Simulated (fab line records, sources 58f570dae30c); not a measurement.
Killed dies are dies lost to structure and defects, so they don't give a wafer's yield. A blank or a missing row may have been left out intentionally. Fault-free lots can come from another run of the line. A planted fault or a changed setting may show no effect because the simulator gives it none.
The same fault as seen by 2 desks    flow berkeley-cmos170    each desk has only its own numbers; what lay behind them comes last

## TOOL OWNER'S DESK, implanter-03
The tool's own readings at UCB170_NLDD_IMPLANT_09: means of the sampled wafers that have a number, for each lot that ran on this tool. The brackets show how far a lot's mean lies from the usual mean; more than 4 standard deviations puts the lot out of limits, marked OUT.
Columns: A = beam-energy-keV at UCB170_NLDD_IMPLANT_09, usual 30.000; B = dose-ions-cm2 at UCB170_NLDD_IMPLANT_09, usual 5e+13; C = faraday-current-uA at UCB170_NLDD_IMPLANT_09, usual 158
lot   first seen here  A       B                        C
L123  day 8 06:34      29.996  5e+13                    159
L125  day 8 21:08      30.011  5e+13                    156
L130  day 9 21:33      30.003  5e+13                    156
L133  day 10 08:51     29.998  5e+13                    158
L134  day 10 23:24     29.996  7e+13 (+99 or more) OUT  229 (+21) OUT
L135  day 11 08:11     29.997  7e+13 (+99 or more) OUT  225 (+20) OUT
This desk finds L134, L135 out of limits, L134 being first, at day 10 23:24 (dose-ions-cm2 at UCB170_NLDD_IMPLANT_09). Within limits: L123, L125, L130, L133.

## FROM THE METROLOGY DESK
What the gauges read, lot by lot, whatever tool the lot ran on: means of the sampled wafers that have a number. The brackets show how far a lot's mean lies from the usual mean; more than 4 standard deviations puts the lot out of limits, marked OUT.
Columns: A = NLDD_TW at UCB170_NLDD_TW_MEAS_11, usual 2218; B = NLDD_RS at UCB170_SDANNEAL_RS_MEAS_05, usual 616.1 ohm/sq
lot   first seen here  A                B
L120  day 7 19:22      2247             617.7
L121  day 8 06:35      2216             615.5
L123  day 8 06:49      2202             617.8
L124  day 8 20:33      2202             616.7
L125  day 8 21:20      2206             615.1
L130  day 9 21:47      2250             617.6
L129  day 9 22:02      2214             615.3
L132  day 10 09:01     2210             616.3
L133  day 10 09:05     2257             618.3
L134  day 10 23:38     2333 (+5.8) OUT  536.7 (-50) OUT
L137  day 11 07:01     2247             616.0
L135  day 11 08:25     2317 (+4.9) OUT  536.1 (-50) OUT
L142  day 12 18:26     2199             615.5
L143  day 12 22:01     2214             616.8
This desk's result: L134, L135 out of limits, first on L134 (NLDD_TW at UCB170_NLDD_TW_MEAS_11), day 10 23:38. Within limits: L120, L121, L123, L124, L125, L130, L129, L132, L133, L137, L142, L143.

## PUT TOGETHER
The tool owner's desk could have raised an alarm at day 10 23:24, on L134, L135.
On L134, L135, the metrology desk was in a position to raise an alarm at day 10 23:38.
Every lot named ran UCB170_NLDD_IMPLANT_09 on implanter-03.

## WHAT HAD BEEN PUT IN BY THE SIMULATOR
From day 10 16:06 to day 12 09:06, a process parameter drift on implanter-03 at UCB170_NLDD_IMPLANT_09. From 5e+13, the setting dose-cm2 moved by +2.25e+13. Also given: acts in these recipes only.
Lots struck among those shown: L134, L135.
Counting hours from when the fault started, the first reading out of limits came at 7 for the tool owner's desk and at 8 for the metrology desk.
